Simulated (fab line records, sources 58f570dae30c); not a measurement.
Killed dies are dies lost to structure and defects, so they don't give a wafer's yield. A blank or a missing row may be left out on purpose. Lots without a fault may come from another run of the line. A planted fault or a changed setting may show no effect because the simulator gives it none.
fab line records | flow berkeley_cmos170
record lots=5 wafers=15 last_day=13
route steps=331 shown M1@239 V1@254 M2@271
lots that met no fault: from a run of the same line without faults
start_h: hours from the record's first day to the start of the lot's first wafer shown | wait_h: hours since the lot's step before | " the same as in the row above | L1.1+2: a row that stands for several wafers | - no value, or no start given | * or withheld: withheld | < > ~ a bound
route shown NAME@n: a module of which the file shows steps, and the number in the route of the first | usual: mean/standard deviation of fault-free wafers | same: alike in all rows | chamber/n: place in a boat | sites: the reading at each site | _std_site: their standard deviation | _edge_site: outer sites' mean less inner sites' | radius_mm: how far each site lies from the wafer's centre | mask NAME#n: copy n | behind: the tool/chamber that last shaped the wafer | hold: why the lot was held/for how many hours/how that ended | device: the transistor (n, p or np) that didn't switch | end of line: the same wafers' tests at the end of the route | a step without rows: its recipe alone | killed: dies lost to structure and defects at the first sort, not the wafer's yield | map: a wafer's dies, x killed, . not, _ none there
set.NAME: the setting as run; set.NAME@STEP: as run at that earlier step | model.NAME: the simulator's own value behind a step, which no gauge read
lots at some steps of the route; a table a step, a row a wafer
services: from which hour (start_h, from the record's first day; less than 0 if before it) a tool's chamber was out of use, for how many hours, and why
## steps
# step UCB170_M1_RS_MEAS_01
# recipe thk_meas_gauge=four-point-probe reads=Al_of_M1_SPUTTER_00
# usual M1_AL_RS=0.0485/0.00051
# columns lot.wafer tool chamber start_h wait_h M1_AL_RS[ohm/sq]
L081.2 film_metro-04 - 224.33 0.1 0.0484
L081.3 " - " " 0.0482
L081.4 " - " " 0.0486
L083.2 film_metro-02 - 233.05 0.1 0.0486
L083.4 " - " " 0.0492
L083.6 " - " " 0.0496
L086.1 film_metro-04 - 244.13 0.0 0.0482
L086.4 " - " " 0.0485
L086.5 " - " " 0.0480
L089.1 film_metro-04 - 272.63 0.0 0.0483
L089.2 " - " " 0.0482
L089.3 " - " " 0.0487
L093.1 film_metro-04 - 294.60 0.0 0.0483
L093.4 " - " " 0.0481
L093.6 " - " " 0.0481
# step UCB170_M1_THK_MEAS_02
# recipe thk_meas_gauge=xrf reads=Al_of_M1_SPUTTER_00
# usual M1_AL_THK=604/6.7
# columns lot.wafer tool chamber start_h wait_h M1_AL_THK[nm]
L081.2 film_metro-04 - 224.44 0.1 603
L081.3 " - " " 606
L081.4 " - " " 604
L083.2 film_metro-02 - 233.16 0.1 606
L083.4 " - " " 597
L083.6 " - " " 592
L086.1 film_metro-04 - 244.25 0.1 608
L086.4 " - " " 607
L086.5 " - " " 609
L089.1 film_metro-04 - 272.75 0.1 604
L089.2 " - " " 605
L089.3 " - " " 598
L093.1 film_metro-04 - 294.72 0.1 604
L093.4 " - " " 606
L093.6 " - " " 604
# step UCB170_M1_COAT_03
# recipe resist=BARC temp_c=withheld time_s=withheld spin_rpm=3000 resist_thk_nm=withheld
# columns lot.wafer tool chamber start_h wait_h
L081.2+3+4 litho_track-01 0 224.52 0.1
L083.2+4+6 litho_track-02 0 233.24 0.1
L086.1+4+5 litho_track-01 0 244.31 0.1
L089.1+2+3 litho_track-02 0 273.02 0.3
L093.1+4+6 litho_track-03 0 294.78 0.1
# step UCB170_M1_COAT_04
# recipe resist=KrF spin_rpm=1500 resist_thk_nm=900
# columns lot.wafer tool chamber start_h wait_h
L081.2+3+4 litho_track-01 0 - -
L083.2+4+6 litho_track-02 0 - -
L086.1+4+5 litho_track-01 0 - -
L089.1+2+3 litho_track-02 0 - -
L093.1+4+6 litho_track-03 0 - -
# step UCB170_M1_SOFTBAKE_05
# recipe resist=KrF temp_c=130 time_s=60
# columns lot.wafer tool chamber start_h wait_h
L081.2+3+4 litho_track-01 0 - -
L083.2+4+6 litho_track-02 0 - -
L086.1+4+5 litho_track-01 0 - -
L089.1+2+3 litho_track-02 0 - -
L093.1+4+6 litho_track-03 0 - -
# step UCB170_M1_EXPOSE_06
# recipe mask_id=METAL1 target_cd_nm=700 na=0.5 sigma_outer=0.6 source_shape=conventional dose_mj=21
# usual exposure_dose_mJ_cm2=21.003/0.019
# columns lot.wafer tool chamber start_h wait_h mask exposure_dose_mJ_cm2
L081.2 krf_scanner-01 0 224.96 - METAL1#0 20.982
L081.3 " 0 " " METAL1#0 21.007
L081.4 " 0 " " METAL1#0 21.012
L083.2 krf_scanner-01 0 233.68 - METAL1#0 21.040
L083.4 " 0 " " METAL1#0 21.011
L083.6 " 0 " " METAL1#0 20.997
L086.1 krf_scanner-01 0 244.93 - METAL1#0 21.018
L086.4 " 0 " " METAL1#0 21.011
L086.5 " 0 " " METAL1#0 21.001
L089.1 krf_scanner-02 0 273.63 - METAL1#0 21.014
L089.2 " 0 " " METAL1#0 20.976
L089.3 " 0 " " METAL1#0 20.982
L093.1 krf_scanner-01 0 295.35 - METAL1#0 20.998
L093.4 " 0 " " METAL1#0 21.019
L093.6 " 0 " " METAL1#0 21.003
# step UCB170_M1_PEB_07
# recipe peb_temp_c=130 peb_time_s=withheld resist=KrF
# columns lot.wafer tool chamber start_h wait_h
L081.2+3+4 litho_track-01 0 225.08 0.1
L083.2+4+6 litho_track-01 0 234.10 0.4
L086.1+4+5 litho_track-01 0 245.21 0.3
L089.1+2+3 litho_track-03 0 274.23 0.6
L093.1+4+6 litho_track-03 0 295.47 0.1
# step UCB170_M1_DEVELOP_08
# recipe developer=TMAH develop_time_s=45 resist=KrF dev_temp_c=21
# columns lot.wafer tool chamber start_h wait_h
L081.2+3+4 litho_track-01 0 - -
L083.2+4+6 litho_track-01 0 - -
L086.1+4+5 litho_track-01 0 - -
L089.1+2+3 litho_track-03 0 - -
L093.1+4+6 litho_track-03 0 - -
# step UCB170_M1_CD_MEAS_09
# recipe target_cd_nm=700
# usual cd_nm=700.1/1.3
# columns lot.wafer tool chamber start_h wait_h cd_nm
L081.2 cd_sem-02 - 225.39 - 701.0
L081.3 " - " " 699.8
L081.4 " - " " 700.5
L083.2 cd_sem-02 - 234.39 - 699.1
L083.4 " - " " 700.4
L083.6 " - " " 700.3
L086.1 cd_sem-01 - 245.50 - 700.2
L086.4 " - " " 698.6
L086.5 " - " " 702.2
L089.1 cd_sem-02 - 274.51 - 699.3
L089.2 " - " " 700.3
L089.3 " - " " 699.4
L093.1 cd_sem-02 - 295.74 - 698.1
L093.4 " - " " 700.5
L093.6 " - " " 700.4
# step UCB170_M1_OVL_MEAS_10
# usual M1_OVL=-1/6.1
# columns lot.wafer tool chamber start_h wait_h M1_OVL[nm]
L081.2 overlay-01 - 225.49 0.1 8
L081.3 " - " " 4
L081.4 " - " " 9
L083.2 overlay-01 - 234.50 0.1 7
L083.4 " - " " 2
L083.6 " - " " 9
L086.1 overlay-02 - 245.62 0.1 -2
L086.4 " - " " 3
L086.5 " - " " -1
L089.1 overlay-02 - 274.63 0.1 6
L089.2 " - " " 9
L089.3 " - " " 2
L093.1 overlay-01 - 295.86 0.1 3
L093.4 " - " " 1
L093.6 " - " " 0
# step UCB170_M1_ETCH_11
# recipe chemistry=N2/H2 target_depth_a=withheld overetch_a=withheld target=BARC time_s=withheld source_w=500 bias_w=100 pressure_mtorr=30 n2_flow_sccm=100 h2_flow_sccm=200
# usual drypump_motor_current_A=6.1/0.41 oes_product_au=1.001/0.018 rf_fwd_power_W=495.0/1.6 throttle_valve_pct=13.34/0.13
# columns lot.wafer tool chamber start_h wait_h drypump_motor_current_A oes_product_au rf_fwd_power_W throttle_valve_pct
L081.2 rie_diel-03 3 225.52 0.0 6.0 1.038 493.5 13.29
L081.3 " 1 " " 5.5 1.003 497.2 13.21
L081.4 " 2 " " 6.4 0.985 496.1 13.44
L083.2 rie_diel-04 1 234.53 0.0 6.6 0.999 493.9 13.32
L083.4 " 3 " " 6.3 0.995 495.1 13.36
L083.6 " 3 " " 6.3 0.996 496.0 13.37
L086.1 rie_diel-03 1 245.66 0.0 5.4 1.005 494.9 13.19
L086.4 " 3 " " 6.0 1.032 493.6 13.27
L086.5 " 1 " " 5.4 1.003 495.6 13.20
L089.1 rie_diel-03 2 274.66 0.0 6.4 0.965 494.4 13.45
L089.2 " 0 " " 5.6 0.972 495.2 13.52
L089.3 " 1 " " 5.5 0.984 494.9 13.20
L093.1 rie_diel-03 3 295.90 0.0 6.0 1.039 495.2 13.28
L093.4 " 0 " " 5.6 0.979 493.5 13.53
L093.6 " 0 " " 5.6 0.980 493.9 13.52
# step UCB170_M1_METAL_ETCH_12
# recipe chemistry=Cl2/BCl3 target=Al stop_on=PSG pressure_mtorr=12 target_depth_a=7800 over_etch_frac=0.3 time_s=130 icp_w=600 bias_w=120 Cl2_flow_sccm=90 bcl3_flow_sccm=45
# usual drypump_motor_current_A=5.7/0.56 oes_product_au=0.848/0.012 rf_fwd_power_W=597.4/1.7 throttle_valve_pct=24.48/0.14
# columns lot.wafer tool chamber start_h wait_h drypump_motor_current_A oes_product_au rf_fwd_power_W rf_hours_counter_h throttle_valve_pct
L081.2 rie_metal-04 0 225.57 - 4.8 0.853 598.4 13 24.48
L081.3 " 1 " " 5.8 0.853 599.3 - 24.67
L081.4 " 0 " " 4.8 0.852 597.4 - 24.48
L083.2 rie_metal-03 1 234.57 - 6.4 0.825 596.5 6 24.48
L083.4 " 0 " " 6.3 0.812 599.3 - 24.28
L083.6 " 1 " " 6.4 0.828 601.9 - 24.48
L086.1 rie_metal-03 1 245.70 - 6.4 0.840 598.2 7 24.47
L086.4 " 0 " " 6.3 0.829 595.5 - 24.29
L086.5 " 0 " " 6.3 0.835 596.7 - 24.27
L089.1 rie_metal-04 1 274.70 - 5.8 0.857 599.6 1 24.68
L089.2 " 1 " " 5.8 0.856 599.3 - 24.69
L089.3 " 1 " " 5.8 0.852 598.5 - 24.69
L093.1 rie_metal-03 1 295.94 - 6.4 0.847 597.7 8 24.49
L093.4 " 1 " " 6.4 0.843 597.7 - 24.47
L093.6 " 1 " " 6.4 0.837 595.9 - 24.48
# step UCB170_M1_STRIP_13
# recipe chemistry=O2 power_w=400 pressure_mtorr=3500 platen_temp_c=withheld o2_flow_sccm=400 overash_fraction=0.5
# usual drypump_motor_current_A=5.8/0.47 o2_flow_sccm=400.2/1.1 oes_product_au=0.720/0.0047
# columns lot.wafer tool chamber start_h wait_h drypump_motor_current_A o2_flow_sccm oes_product_au rf_hours_counter_h
L081.2 plasma_asher-02 0 225.70 0.1 6.1 399.6 0.712 42
L081.3 " 0 " " 6.1 399.4 0.716 -
L081.4 " 1 " " 5.7 400.2 0.724 -
L083.2 plasma_asher-02 0 234.70 0.1 6.2 398.5 0.718 42
L083.4 " 0 " " 6.2 399.6 0.722 -
L083.6 " 0 " " 6.2 398.2 0.721 -
L086.1 plasma_asher-02 1 245.83 0.1 5.7 399.9 0.715 44
L086.4 " 1 " " 5.7 400.2 0.715 -
L086.5 " 1 " " 5.7 400.6 0.720 -
L089.1 plasma_asher-03 0 274.97 0.2 4.9 398.6 0.724 61
L089.2 " 1 " " 5.4 402.8 0.715 61
L089.3 " 0 " " 4.9 402.4 0.723 -
L093.1 plasma_asher-02 1 296.07 0.1 5.7 399.7 0.710 49
L093.4 " 0 " " 6.2 400.4 0.718 -
L093.6 " 1 " " 5.7 398.1 0.725 -
# step UCB170_M1_CD_MEAS_90
# recipe target_cd_nm=700
# usual cd_nm=699/3.2
# columns lot.wafer tool chamber start_h wait_h cd_nm
L081.2 cd_sem-02 - 225.82 0.1 704
L081.3 " - " " 697
L081.4 " - " " 704
L083.2 cd_sem-02 - 234.87 0.1 700
L083.4 " - " " 700
L083.6 " - " " 702
L086.1 cd_sem-01 - 245.93 0.1 702
L086.4 " - " " 699
L086.5 " - " " 703
L089.1 cd_sem-01 - 275.07 0.1 693
L089.2 " - " " 694
L089.3 " - " " 694
L093.1 cd_sem-02 - 296.17 0.1 695
L093.4 " - " " 699
L093.6 " - " " 698
# step UCB170_M1_ANNEAL_14
# recipe temp_c=400 time_s=1200 ambient=forming_gas
# columns lot.wafer tool chamber start_h wait_h
L081.2+3+4 furnace-03 0 227.23 1.4
L083.2+4+6 furnace-03 0 234.97 0.1
L086.1+4+5 furnace-03 0 246.05 0.1
L089.1+2+3 furnace-03 0 275.19 0.1
L093.1+4+6 furnace-03 0 297.01 0.8
# step UCB170_V1_CVD_00
# recipe material=SiO2 target_thk_nm=2000 temp_c=390 precursor=TEOS/O2 time_s=250 rf_w=550 pressure_mtorr=9000
# usual heater_power_w=246/58 rf_fwd_power_W=548.3/1.5
# columns lot.wafer tool chamber start_h wait_h heater_power_w rf_fwd_power_W
L081.2 pecvd-03 2 228.57 0.0 209 546.3
L081.3 " 0 " " 195 549.2
L081.4 " 0 " " 237 546.9
L083.2 pecvd-03 1 236.31 0.0 374 545.7
L083.4 " 1 " " 280 547.7
L083.6 " 2 " " 154 547.1
L086.1 pecvd-01 0 247.39 0.0 249 548.7
L086.4 " 1 " " 218 547.2
L086.5 " 0 " " 177 548.3
L089.1 pecvd-01 2 276.52 0.0 316 546.3
L089.2 " 0 " " 197 548.5
L089.3 " 1 " " 267 547.3
L093.1 pecvd-01 2 298.34 0.0 283 545.6
L093.4 " 1 " " 213 548.4
L093.6 " 2 " " 227 549.9
# step UCB170_V1_THK_MEAS_01
# recipe reads=SiO2_of_V1_CVD_00
# usual V1_TEOS_THK=1989/23
# columns lot.wafer tool chamber start_h wait_h V1_TEOS_THK[nm]
L081.2 film_metro-01 - 228.73 0.1 1971
L081.3 " - " " 1967
L081.4 " - " " 1997
L083.2 film_metro-04 - 236.47 0.1 2000
L083.4 " - " " 1993
L083.6 " - " " 1987
L086.1 film_metro-03 - 247.54 0.1 1991
L086.4 " - " " 2014
L086.5 " - " " 2009
L089.1 film_metro-04 - 276.68 0.1 1938
L089.2 " - " " 1957
L089.3 " - " " 1959
L093.1 film_metro-01 - 298.50 0.1 1966
L093.4 " - " " 1977
L093.6 " - " " 1995
# step UCB170_V1_CMP_02
# recipe material=SiO2 down_force_psi=6 platen_rpm=60 pad_velocity_m_s=0.75398
# usual motor_current_A=16.7/1.4 slurry_flow_ml_min=150.0/0.41
# columns lot.wafer tool chamber start_h wait_h motor_current_A slurry_flow_ml_min
L081.3 cmp-02 2 228.78 0.0 16.6 149.8
L081.4 " 0 " " 16.9 149.6
L081.2 " 1 " " 19.0 149.6
L083.2 cmp-01 1 236.52 0.0 15.1 149.9
L083.4 " 3 " " 15.9 150.4
L083.6 " 1 " " 14.6 149.7
L086.4 cmp-01 2 247.65 0.1 17.1 149.5
L086.1 " 3 " " 16.2 150.4
L086.5 " 2 " " 17.0 150.1
L089.2 cmp-01 1 276.79 0.1 14.8 149.9
L089.3 " 2 " " 17.2 150.0
L089.1 " 3 " " 16.0 150.8
L093.4 cmp-01 2 298.56 0.0 17.3 150.3
L093.1 " 0 " " 17.2 149.6
L093.6 " 2 " " 17.3 150.9
# step UCB170_V1_BOW_MEAS_03
# recipe mode=bow
# usual V1_BOW=19/7.2
# columns lot.wafer tool chamber start_h wait_h V1_BOW[um]
L081.2 film_metro-04 - 229.10 0.1 11
L081.3 " - " " 18
L081.4 " - " " 20
L083.2 film_metro-04 - 236.84 0.3 18
L083.4 " - " " 28
L083.6 " - " " 16
L086.1 film_metro-04 - 247.90 0.1 24
L086.4 " - " " 21
L086.5 " - " " 21
L089.1 film_metro-01 - 277.04 0.1 2
L089.2 " - " " 20
L089.3 " - " " 28
L093.1 film_metro-01 - 298.86 0.1 21
L093.4 " - " " 28
L093.6 " - " " 22
# step UCB170_V1_THK_MEAS_04
# recipe reads=SiO2_of_V1_CVD_00
# usual V1_POLISHED_THK=999.9/1.6
# columns lot.wafer tool chamber start_h wait_h V1_POLISHED_THK[nm]
L081.2 film_metro-04 - 229.21 0.1 997.7
L081.3 " - " " 999.1
L081.4 " - " " 997.7
L083.2 film_metro-04 - 236.95 0.1 1000.3
L083.4 " - " " 999.5
L083.6 " - " " 999.6
L086.1 film_metro-04 - 248.02 0.1 1000.1
L086.4 " - " " 1002.0
L086.5 " - " " 1000.8
L089.1 film_metro-01 - 277.16 0.1 1000.7
L089.2 " - " " 1002.1
L089.3 " - " " 1001.4
L093.1 film_metro-01 - 298.98 0.1 999.4
L093.4 " - " " 999.4
L093.6 " - " " 999.2
# step UCB170_V1_CLEAN_05
# recipe chemistry=DIW
# columns lot.wafer tool chamber start_h wait_h
L081.2+3+4 wet_bench-01 0 229.26 0.0
L083.2+4+6 wet_bench-03 3 237.00 0.0
L086.1+4+5 wet_bench-01 2 248.08 0.1
L089.1+2+3 wet_bench-01 3 277.22 0.1
L093.1+4+6 wet_bench-01 0 299.04 0.1
# step UCB170_V1_HMDS_06
# recipe prime_time_s=60 prime_temp_c=100
# columns lot.wafer tool chamber start_h wait_h
L081.2+3+4 litho_track-02 0 229.46 0.0
L083.2+4+6 litho_track-02 0 237.35 0.2
L086.1+4+5 litho_track-01 0 248.26 0.0
L089.1+2+3 litho_track-04 0 277.40 0.0
L093.1+4+6 litho_track-01 0 299.50 0.3
# step UCB170_V1_COAT_07
# recipe resist=KrF spin_rpm=1500 resist_thk_nm=900
# columns lot.wafer tool chamber start_h wait_h
L081.2+3+4 litho_track-02 0 229.61 0.1
L083.2+4+6 litho_track-02 0 237.50 0.1
L086.1+4+5 litho_track-01 0 248.41 0.1
L089.1+2+3 litho_track-04 0 277.55 0.1
L093.1+4+6 litho_track-01 0 299.65 0.1
# step UCB170_V1_SOFTBAKE_08
# recipe resist=KrF temp_c=130 time_s=60
# columns lot.wafer tool chamber start_h wait_h
L081.2+3+4 litho_track-02 0 229.76 0.1
L083.2+4+6 litho_track-02 0 237.65 0.1
L086.1+4+5 litho_track-01 0 248.56 0.1
L089.1+2+3 litho_track-04 0 277.70 0.1
L093.1+4+6 litho_track-01 0 299.80 0.1
# step UCB170_V1_EXPOSE_09
# recipe mask_id=VIA1 target_cd_nm=700 na=0.5 sigma_outer=0.6 source_shape=conventional dose_mj=37
# usual exposure_dose_mJ_cm2=36.99/0.038
# columns lot.wafer tool chamber start_h wait_h mask exposure_dose_mJ_cm2
L081.2 krf_scanner-01 0 229.91 0.1 VIA1#0 36.94
L081.3 " 0 " " VIA1#0 36.98
L081.4 " 0 " " VIA1#0 37.00
L083.2 krf_scanner-01 0 237.79 0.1 VIA1#0 37.00
L083.4 " 0 " " VIA1#0 36.97
L083.6 " 0 " " VIA1#0 36.95
L086.1 krf_scanner-02 0 248.71 0.1 VIA1#0 37.01
L086.4 " 0 " " VIA1#0 37.03
L086.5 " 0 " " VIA1#0 36.96
L089.1 krf_scanner-01 0 277.85 0.1 VIA1#0 37.01
L089.2 " 0 " " VIA1#0 37.01
L089.3 " 0 " " VIA1#0 37.08
L093.1 krf_scanner-02 0 300.18 0.4 VIA1#0 37.00
L093.4 " 0 " " VIA1#0 37.04
L093.6 " 0 " " VIA1#0 36.95
# step UCB170_V1_PEB_10
# recipe peb_temp_c=130 peb_time_s=withheld resist=KrF
# columns lot.wafer tool chamber start_h wait_h
L081.2+3+4 litho_track-02 0 230.03 0.1
L083.2+4+6 litho_track-01 0 238.33 0.5
L086.1+4+5 litho_track-01 0 248.82 0.1
L089.1+2+3 litho_track-02 0 277.96 0.1
L093.1+4+6 litho_track-04 0 300.53 0.3
# step UCB170_V1_DEVELOP_11
# recipe developer=TMAH develop_time_s=45 resist=KrF dev_temp_c=21
# columns lot.wafer tool chamber start_h wait_h
L081.2+3+4 litho_track-02 0 - -
L083.2+4+6 litho_track-01 0 - -
L086.1+4+5 litho_track-01 0 - -
L089.1+2+3 litho_track-02 0 - -
L093.1+4+6 litho_track-04 0 - -
# step UCB170_V1_CD_MEAS_12
# recipe target_cd_nm=700
# usual cd_nm=700.1/1.3
# columns lot.wafer tool chamber start_h wait_h cd_nm
L081.2 cd_sem-02 - 230.34 - 698.9
L081.3 " - " " 698.9
L081.4 " - " " 698.8
L083.2 cd_sem-02 - 238.60 - 702.1
L083.4 " - " " 700.9
L083.6 " - " " 701.0
L086.1 cd_sem-02 - 249.10 - 700.4
L086.4 " - " " 701.2
L086.5 " - " " 701.3
L089.1 cd_sem-01 - 278.24 - 702.2
L089.2 " - " " 699.9
L089.3 " - " " 699.9
L093.1 cd_sem-02 - 300.80 - 701.0
L093.4 " - " " 699.8
L093.6 " - " " 700.9
# step UCB170_V1_OVL_MEAS_13
# usual V1_OVL=2/5
# columns lot.wafer tool chamber start_h wait_h V1_OVL[nm]
L081.2 overlay-02 - 230.45 0.1 -6
L081.3 " - " " 4
L081.4 " - " " -3
L083.2 overlay-01 - 238.71 0.1 -1
L083.4 " - " " -4
L083.6 " - " " -3
L086.1 overlay-01 - 249.22 0.1 11
L086.4 " - " " 5
L086.5 " - " " 9
L089.1 overlay-01 - 278.36 0.1 -4
L089.2 " - " " 1
L089.3 " - " " -2
L093.1 overlay-02 - 300.92 0.1 0
L093.4 " - " " -3
L093.6 " - " " -4
# step UCB170_V1_ETCH_14
# recipe chemistry=CHF3/CF4/Ar target=SiO2 stop_on=Al CHF3_flow_sccm=45 cf4_flow_sccm=15 Ar_flow_sccm=150 pressure_mtorr=200 rf_w=700 target_depth_a=12500 over_etch_frac=0.25 time_s=291
# usual drypump_motor_current_A=6.0/0.41 oes_product_au=0.874/0.015 rf_fwd_power_W=698.4/2.2 throttle_valve_pct=6.95/0.11
# columns lot.wafer tool chamber start_h wait_h drypump_motor_current_A oes_product_au rf_fwd_power_W rf_hours_counter_h throttle_valve_pct
L081.2 rie_diel-04 0 230.48 0.0 5.7 0.889 698.6 110 7.01
L081.3 " 2 " " 6.4 0.870 695.8 2 6.74
L081.4 " 1 " " 6.6 0.878 697.9 62 6.95
L083.2 rie_diel-04 1 238.74 0.0 6.6 0.880 699.3 63 6.97
L083.4 " 3 " " 6.3 0.867 698.1 50 7.10
L083.6 " 1 " " 6.5 0.878 703.0 - 6.94
L086.1 rie_diel-02 1 249.26 0.0 5.7 0.844 701.6 64 6.98
L086.4 " 2 " " 6.0 0.858 699.2 9 6.94
L086.5 " 3 " " 5.7 0.895 697.6 - 7.00
L089.1 rie_diel-04 2 278.39 0.0 6.3 0.883 699.0 4 6.74
L089.2 " 3 " " 6.3 0.868 698.6 51 7.09
L089.3 " 0 " " 5.7 0.891 700.8 113 7.01
L093.1 rie_diel-04 3 300.96 0.0 6.3 0.868 699.3 53 7.11
L093.4 " 0 " " 5.7 0.887 693.8 114 7.00
L093.6 " 0 " " 5.7 0.885 694.9 - 7.00
# step UCB170_V1_STRIP_15
# recipe chemistry=O2 power_w=400 pressure_mtorr=3500 platen_temp_c=withheld o2_flow_sccm=400 overash_fraction=0.5
# usual drypump_motor_current_A=6.0/0.31 o2_flow_sccm=399.9/1.3 oes_product_au=0.721/0.0047 strip_time_to_endpoint_s=15.29/0.12
# columns lot.wafer tool chamber start_h wait_h drypump_motor_current_A o2_flow_sccm oes_product_au rf_hours_counter_h strip_time_to_endpoint_s
L081.2 plasma_asher-04 0 230.66 0.1 6.4 400.8 0.723 11 15.51
L081.3 " 0 " " 6.4 399.9 0.714 - 15.27
L081.4 " 1 " " 5.9 399.1 0.723 - 15.18
L083.2 plasma_asher-02 1 238.92 0.1 5.7 396.4 0.721 43 15.36
L083.4 " 0 " " 6.2 400.0 0.727 - 15.37
L083.6 " 0 " " 6.2 398.3 0.724 - 15.36
L086.1 plasma_asher-04 0 249.43 0.1 6.4 400.4 0.716 13 15.31
L086.4 " 0 " " 6.4 401.5 0.717 - 15.47
L086.5 " 1 " " 5.9 397.8 0.728 - 15.36
L089.1 plasma_asher-01 1 278.57 0.1 5.6 400.0 0.719 53 15.20
L089.2 " 0 " " 6.4 400.1 0.718 53 15.32
L089.3 " 1 " " 5.6 401.8 0.722 - 15.37
L093.1 plasma_asher-01 1 301.13 0.1 5.6 399.5 0.727 56 15.21
L093.4 " 1 " " 5.6 399.5 0.716 - 15.33
L093.6 " 0 " " 6.4 401.3 0.717 - 15.28
# step UCB170_V1_CD_MEAS_90
# recipe target_cd_nm=700
# usual cd_nm=700.4/1.5
# columns lot.wafer tool chamber start_h wait_h cd_nm
L081.2 cd_sem-02 - 230.83 0.1 698.8
L081.3 " - " " 699.1
L081.4 " - " " 699.3
L083.2 cd_sem-01 - 239.04 0.1 703.7
L083.4 " - " " 701.3
L083.6 " - " " 702.1
L086.1 cd_sem-01 - 249.53 0.1 700.3
L086.4 " - " " 702.2
L086.5 " - " " 701.3
L089.1 cd_sem-02 - 278.67 0.1 701.9
L089.2 " - " " 700.5
L089.3 " - " " 699.9
L093.1 cd_sem-01 - 301.31 0.1 701.2
L093.4 " - " " 698.8
L093.6 " - " " 700.1
# step UCB170_M2_PRE_CLEAN_00
# recipe gas=Ar preclean_etch_time_s=60
# columns lot.wafer tool chamber start_h wait_h
L081.2+3+4 pvd_sputter-01 - 230.93 0.1
L083.2+4+6 pvd_sputter-01 - 239.14 0.1
L086.1+4+5 pvd_sputter-01 - 249.65 0.1
L089.1+2+3 pvd_sputter-03 - 278.79 0.1
L093.1+4+6 pvd_sputter-03 - 301.43 0.1
# step UCB170_M2_SPUTTER_01
# recipe material=Al target_thk_nm=900 time_s=120 power_w=6000 chamber_pressure_pa=0.5
# usual throttle_valve_pct=30.0/1.1
# columns lot.wafer tool chamber start_h wait_h throttle_valve_pct
L081.2 pvd_sputter-01 - 231.00 0.0 28.7
L081.3 " - " " 29.6
L081.4 " - " " 29.3
L083.2 pvd_sputter-01 - 239.20 0.0 29.7
L083.4 " - " " 30.9
L083.6 " - " " 28.6
L086.1 pvd_sputter-01 - 249.72 0.0 29.4
L086.4 " - " " 31.2
L086.5 " - " " 29.2
L089.1 pvd_sputter-03 - 278.86 0.0 30.5
L089.2 " - " " 29.2
L089.3 " - " " 31.9
L093.1 pvd_sputter-03 - 301.50 0.0 30.4
L093.4 " - " " 29.1
L093.6 " - " " 30.7
# step UCB170_M2_RS_MEAS_02
# recipe thk_meas_gauge=four-point-probe reads=Al_of_M2_SPUTTER_01
# usual M2_AL_RS=0.0323/0.00051
# columns lot.wafer tool chamber start_h wait_h M2_AL_RS[ohm/sq]
L081.2 film_metro-01 - 231.10 0.1 0.0321
L081.3 " - " " 0.0320
L081.4 " - " " 0.0323
L083.2 film_metro-01 - 239.31 0.1 0.0322
L083.4 " - " " 0.0318
L083.6 " - " " 0.0322
L086.1 film_metro-02 - 249.80 0.0 0.0324
L086.4 " - " " 0.0319
L086.5 " - " " 0.0323
L089.1 film_metro-01 - 278.94 0.0 0.0321
L089.2 " - " " 0.0319
L089.3 " - " " 0.0318
L093.1 film_metro-02 - 301.58 0.0 0.0326
L093.4 " - " " 0.0321
L093.6 " - " " 0.0322
# step UCB170_M2_THK_MEAS_03
# recipe thk_meas_gauge=xrf reads=Al_of_M2_SPUTTER_01
# usual M2_AL_THK=904/14
# columns lot.wafer tool chamber start_h wait_h M2_AL_THK[nm]
L081.2 film_metro-01 - 231.21 0.1 898
L081.3 " - " " 909
L081.4 " - " " 908
L083.2 film_metro-01 - 239.42 0.1 905
L083.4 " - " " 919
L083.6 " - " " 906
L086.1 film_metro-02 - 249.92 0.1 898
L086.4 " - " " 917
L086.5 " - " " 901
L089.1 film_metro-01 - 279.06 0.1 915
L089.2 " - " " 920
L089.3 " - " " 916
L093.1 film_metro-02 - 301.70 0.1 898
L093.4 " - " " 911
L093.6 " - " " 909
# step UCB170_M2_HMDS_04
# recipe prime_time_s=60 prime_temp_c=100
# columns lot.wafer tool chamber start_h wait_h
L081.2+3+4 litho_track-03 0 231.40 0.2
L083.2+4+6 litho_track-04 0 239.49 0.1
L086.1+4+5 litho_track-03 0 249.98 0.1
L089.1+2+3 litho_track-04 0 279.50 0.4
L093.1+4+6 litho_track-01 0 302.19 0.5
# step UCB170_M2_COAT_05
# recipe resist=KrF spin_rpm=1500 resist_thk_nm=900
# columns lot.wafer tool chamber start_h wait_h
L081.2+3+4 litho_track-03 0 231.55 0.1
L083.2+4+6 litho_track-04 0 239.64 0.1
L086.1+4+5 litho_track-03 0 250.13 0.1
L089.1+2+3 litho_track-04 0 279.65 0.1
L093.1+4+6 litho_track-01 0 302.34 0.1
# step UCB170_M2_SOFTBAKE_06
# recipe resist=KrF temp_c=130 time_s=60
# columns lot.wafer tool chamber start_h wait_h
L081.2+3+4 litho_track-03 0 231.70 0.1
L083.2+4+6 litho_track-04 0 239.79 0.1
L086.1+4+5 litho_track-03 0 250.28 0.1
L089.1+2+3 litho_track-04 0 279.80 0.1
L093.1+4+6 litho_track-01 0 302.49 0.1
## services
# columns tool chamber start_h hours kind
rie_metal-04 1 210.89 10.0 repair
wet_bench-03 - 212.95 1.5 repair
rie_metal-04 0 227.77 1.2 repair
plasma_asher-02 - 228.14 2.8 pm
cmp-01 - 232.00 4.0 pm
rie_metal-04 1 235.93 9.3 repair
cmp-01 - 236.00 - consumable_replace:conditioner
cmp-01 - 236.00 - consumable_replace:pad
krf_scanner-01 - 239.87 1.0 pm
pecvd-03 - 242.50 14.0 pm
krf_scanner-01 - 247.61 3.6 pm
krf_scanner-02 - 255.96 7.2 pm
rie_diel-04 3 260.38 18.0 repair
krf_scanner-01 - 263.16 0.8 pm
krf_scanner-02 - 264.61 1.0 pm
krf_scanner-02 - 265.61 0.8 pm
plasma_asher-03 - 275.16 2.8 pm
pecvd-03 2 278.89 19.1 repair
krf_scanner-02 - 280.56 1.3 pm
rie_diel-02 0 296.85 4.4 repair
rie_diel-03 2 297.90 1.6 repair
rie_diel-03 2 299.54 - clean
rie_diel-03 2 299.54 21.9 scheduled_down
rie_diel-03 2 299.54 21.9 vent_cycle
## key
fault none
